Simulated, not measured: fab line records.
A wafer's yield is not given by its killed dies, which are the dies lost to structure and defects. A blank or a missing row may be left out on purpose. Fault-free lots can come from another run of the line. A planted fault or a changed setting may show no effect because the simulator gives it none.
Which of the tools did it? + flow berkeley cmos170 + 45 wafers from 15 lots sampled at 5 of the route's 331 steps

WHAT THE GAUGES READ, wafer by wafer
UCB170_PLDD_TW_MEAS_11. Usual: PLDD_TW 1009, standard deviation 7.9.
| lot  | measured     | on            | PLDD_TW                 | flag |
|------|--------------|---------------|-------------------------|------|
| L164 | day 7 10:53  | film metro-03 | 1010 1011 1009          |      |
| L165 | day 8 03:40  | film metro-01 | 1017 1016 1018          |      |
| L166 | day 8 03:56  | film metro-02 | 994 994 1001            |      |
| L169 | day 8 22:13  | film metro-01 | 1011 1012 1008          |      |
| L170 | day 8 22:38  | film metro-03 | 1012 1009 1012          |      |
| L171 | day 8 23:11  | film metro-01 | 1013 1016 1014          |      |
| L173 | day 9 04:13  | film metro-02 | 968 962 964 970 968 963 | OFF  |
| L178 | day 10 06:28 | film metro-03 | 974 977 976 979 976 975 | OFF  |
| L179 | day 10 06:45 | film metro-02 | 1001 997 995            |      |
| L177 | day 10 06:52 | film metro-03 | 974 979 974 977 982 978 | OFF  |
| L183 | day 11 03:05 | film metro-01 | 1016 1018 1015          |      |
| L185 | day 11 17:47 | film metro-03 | 1018 1020 1019          |      |
| L184 | day 11 18:01 | film metro-01 | 1016 1010 1012          |      |
| L187 | day 12 02:30 | film metro-01 | 1011 1010 1016          |      |
| L186 | day 12 02:57 | film metro-03 | 1022 1019 1019          |      |

UCB170_SDANNEAL_RS_MEAS_04: the measuring method here is four-point-probe. Usual: PLDD_RS 1031.5 ohm/sq, standard deviation 2.8.
| lot  | measured     | on            | PLDD_RS (ohm/sq)                          | flag |
|------|--------------|---------------|-------------------------------------------|------|
| L164 | day 8 02:01  | film metro-01 | 1032.1 1029.5 1030.1                      |      |
| L165 | day 8 15:53  | film metro-03 | 1031.2 1034.0 1030.5                      |      |
| L166 | day 8 16:11  | film metro-02 | 1030.2 1034.0 1033.3                      |      |
| L169 | day 9 12:11  | film metro-02 | 1036.8 1039.8 1036.0                      |      |
| L170 | day 9 13:02  | film metro-02 | 1033.5 1033.7 1036.0                      |      |
| L171 | day 9 13:38  | film metro-02 | 1029.5 1028.9 1030.7                      |      |
| L173 | day 9 20:07  | film metro-01 | 1118.3 1116.6 1119.4 1117.9 1117.1 1120.4 | OFF  |
| L179 | day 11 00:23 | film metro-01 | 1032.3 1032.7 1031.3                      |      |
| L177 | day 11 00:20 | film metro-03 | 1118.3 1119.7 1121.6 1119.3 1121.4 1118.0 | OFF  |
| L183 | day 11 16:53 | film metro-01 | 1033.3 1031.8 1029.7                      |      |
| L185 | day 12 04:46 | film metro-02 | 1030.2 1031.8 1030.0                      |      |
| L184 | day 12 05:10 | film metro-03 | 1027.3 1029.1 1028.6                      |      |
| L187 | day 12 15:29 | film metro-02 | 1040.1 1039.8 1034.8                      |      |
| L186 | day 12 17:20 | film metro-01 | 1028.4 1031.0 1026.9                      |      |

UCB170_V2_CD_MEAS_12: the cd target is 700 nm. Usual: cd nm 700.0 nm, standard deviation 1.3.
| lot  | measured     | on        | cd nm (nm)        | flag |
|------|--------------|-----------|-------------------|------|
| L164 | day 8 18:36  | cd sem-01 | 700.3 700.6 700.9 |      |
| L165 | day 9 09:53  | cd sem-01 | 701.1 701.0 700.1 |      |
| L166 | day 9 12:07  | cd sem-02 | 698.2 697.8 698.7 |      |
| L169 | day 10 04:18 | cd sem-01 | 698.8 698.8 698.8 |      |
| L170 | day 10 09:10 | cd sem-02 | 698.1 698.3 698.1 |      |
| L171 | day 10 10:25 | cd sem-01 | 700.5 700.5 700.9 |      |
| L173 | day 10 17:13 | cd sem-01 | 700.2 699.4 700.0 |      |
| L179 | day 11 20:30 | cd sem-01 | 702.0 701.0 701.8 |      |
| L177 | day 12 02:40 | cd sem-02 | 698.7 698.2 698.5 |      |
| L183 | day 12 13:50 | cd sem-02 | 700.0 700.7 701.9 |      |
| L185 | day 12 21:07 | cd sem-01 | 700.1 700.3 700.6 |      |
| L184 | day 12 23:37 | cd sem-01 | 699.0 699.0 700.6 |      |
| L187 | day 13 08:47 | cd sem-02 | 699.5 698.6 699.4 |      |
| L186 | day 13 12:53 | cd sem-01 | 699.3 699.2 700.2 |      |

EACH LOT AND THE TOOL THAT RAN IT (in order: tool; ch and the chambers of the sampled wafers; start)
| lot  | UCB170_PLDD_IMPLANT_08          | UCB170_M2_STRIP_07                   |
|------|---------------------------------|--------------------------------------|
| L164 | implanter-04 ch 0, day 7 10:31  | plasma asher-03 ch 0,1, day 8 14:38  |
| L165 | implanter-04 ch 0, day 8 03:17  | plasma asher-03 ch 0,1, day 9 05:54  |
| L166 | implanter-01 ch 0, day 8 03:34  | plasma asher-04 ch 0,1, day 9 06:55  |
| L169 | implanter-04 ch 0, day 8 21:50  | plasma asher-03 ch 0,1, day 10 00:27 |
| L170 | implanter-03 ch 0, day 8 22:14  | plasma asher-04 ch 0,1, day 10 03:57 |
| L171 | implanter-03 ch 0, day 8 22:49  | plasma asher-03 ch 0,1, day 10 05:35 |
| L173 | implanter-03 ch 0, day 9 03:49  | plasma asher-04 ch 0,1, day 10 13:07 |
| L178 | implanter-03 ch 0, day 10 06:04 | -                                    |
| L179 | implanter-01 ch 0, day 10 06:23 | plasma asher-04 ch 0,1, day 11 16:31 |
| L177 | implanter-03 ch 0, day 10 06:28 | plasma asher-04 ch 0,1, day 11 22:38 |
| L183 | implanter-01 ch 0, day 11 02:41 | plasma asher-03 ch 0,1, day 12 09:17 |
| L185 | implanter-01 ch 0, day 11 17:24 | plasma asher-01 ch 0,1, day 12 17:37 |
| L184 | implanter-04 ch 0, day 11 17:37 | plasma asher-03 ch 0,1, day 12 20:02 |
| L187 | implanter-04 ch 0, day 12 02:06 | plasma asher-03 ch 0,1, day 13 03:46 |
| L186 | implanter-04 ch 0, day 12 02:34 | plasma asher-01 ch 0,1, day 13 08:31 |
- UCB170_PLDD_IMPLANT_08
- UCB170_M2_STRIP_07: strips in O2.

AS READ BY THE TOOLS THEMSELVES (means over the sampled wafers that have a number; for cases with no such wafer, the mark the record gives instead)
UCB170_PLDD_IMPLANT_08. Usual: beam on s 10.01 s, standard deviation 0.22; dose ions cm2 5e+13, standard deviation 5.2e+10; faraday current uA 158, standard deviation 3.3.
| lot  | tool         | beam on s (s) | dose ions cm2 | faraday current uA | flag |
|------|--------------|---------------|---------------|--------------------|------|
| L164 | implanter-04 | 10.07         | 5e+13         | 158                |      |
| L165 | implanter-04 | 10.02         | 5e+13         | 159                |      |
| L166 | implanter-01 | 9.86          | 5e+13         | 161                |      |
| L169 | implanter-04 | 9.96          | 5e+13         | 159                |      |
| L170 | implanter-03 | 9.98          | 5e+13         | 159                |      |
| L171 | implanter-03 | 9.83          | 5e+13         | 161                |      |
| L173 | implanter-03 | 8.04          | 5e+13         | 197                | OFF  |
| L178 | implanter-03 | 8.07          | 5e+13         | 196                | OFF  |
| L179 | implanter-01 | 9.88          | 5e+13         | 161                |      |
| L177 | implanter-03 | 8.11          | 5e+13         | 196                | OFF  |
| L183 | implanter-01 | 10.00         | 5e+13         | 158                |      |
| L185 | implanter-01 | 10.02         | 5e+13         | 159                |      |
| L184 | implanter-04 | 10.10         | 5e+13         | 157                |      |
| L187 | implanter-04 | 10.19         | 5e+13         | 156                |      |
| L186 | implanter-04 | 9.99          | 5e+13         | 158                |      |

UCB170_M2_STRIP_07. Usual: drypump motor current A 5.9 A, standard deviation 0.49; o2 flow sccm 400.1 sccm, standard deviation 1.4; oes product au 0.734 a.u., standard deviation 0.0046; strip time to endpoint s 21.95 s, standard deviation 0.07.
| lot  | tool            | drypump motor current A (A) | o2 flow sccm (sccm) | oes product au (a.u.) | strip time to endpoint s (s) | flag |
|------|-----------------|-----------------------------|---------------------|-----------------------|------------------------------|------|
| L164 | plasma asher-03 | 5.4                         | 399.6               | 0.732                 | 21.94                        |      |
| L165 | plasma asher-03 | 5.5                         | 400.4               | 0.731                 | 21.94                        |      |
| L166 | plasma asher-04 | 6.4                         | 399.1               | 0.734                 | 21.84                        |      |
| L169 | plasma asher-03 | 5.4                         | 400.3               | 0.734                 | 21.82                        |      |
| L170 | plasma asher-04 | 6.4                         | 399.7               | 0.729                 | 21.92                        |      |
| L171 | plasma asher-03 | 5.5                         | 399.3               | 0.737                 | 21.97                        |      |
| L173 | plasma asher-04 | 6.4                         | 399.8               | 0.738                 | 21.90                        |      |
| L179 | plasma asher-04 | 6.4                         | 400.0               | 0.736                 | 22.01                        |      |
| L177 | plasma asher-04 | 6.4                         | 398.2               | 0.735                 | 22.05                        |      |
| L183 | plasma asher-03 | 5.4                         | 399.9               | 0.736                 | 21.92                        |      |
| L185 | plasma asher-01 | 6.1                         | 400.3               | 0.735                 | 21.98                        |      |
| L184 | plasma asher-03 | 5.5                         | 399.9               | 0.736                 | 22.07                        |      |
| L187 | plasma asher-03 | 5.4                         | 399.4               | 0.736                 | 22.00                        |      |
| L186 | plasma asher-01 | 5.7                         | 399.5               | 0.733                 | 21.99                        |      |

THE ANSWER, worked out from the rows above alone
Rule: take the mean of a lot's wafers that have a number; if it is more than 3 standard deviations from the usual mean, the lot is off. Also off: a lot with no number at a reading for which 4 or more lots have one. All remaining lots with rows at the step are treated as sound. After the gauges, taken in route order, come the tools' own readings; for these a lot's mean is taken, as printed above. The first step at which some lot is off is used, and at that step the reading that is off furthest; a lot without a number counts as furthest.
Off: L173, L178, L177, at UCB170_PLDD_TW_MEAS_11 (PLDD_TW).
If a tool, at a process step before that reading, ran all the lots that are off and no sound lot after the first of them, it fits. The gauges at UCB170_PLDD_TW_MEAS_11 aren't tried: what is off there is off at UCB170_PLDD_IMPLANT_08 too, on other tools, and a gauge's error can't cause that. One candidate fits, namely implanter-03 at UCB170_PLDD_IMPLANT_08. Its last sound lot is L171 (day 8 22:49), its first lot that is off L173 (day 9 03:49): a fault that began between those two fits.
The tool's own readings at UCB170_PLDD_IMPLANT_08 bear it out: on the lots that are off they differ by more than 5 times the standard deviation of the sound lots' means. beam on s reads 8.07 s there against 9.99 s on the sound lots; faraday current uA reads 196 there against 159 on the sound lots.

WHAT THE SIMULATOR PUT IN
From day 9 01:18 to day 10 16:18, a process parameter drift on implanter-03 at UCB170_PLDD_IMPLANT_08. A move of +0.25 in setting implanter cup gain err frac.
Shown lots that were struck: L173, L178, L177. This agrees with what the rule above found.
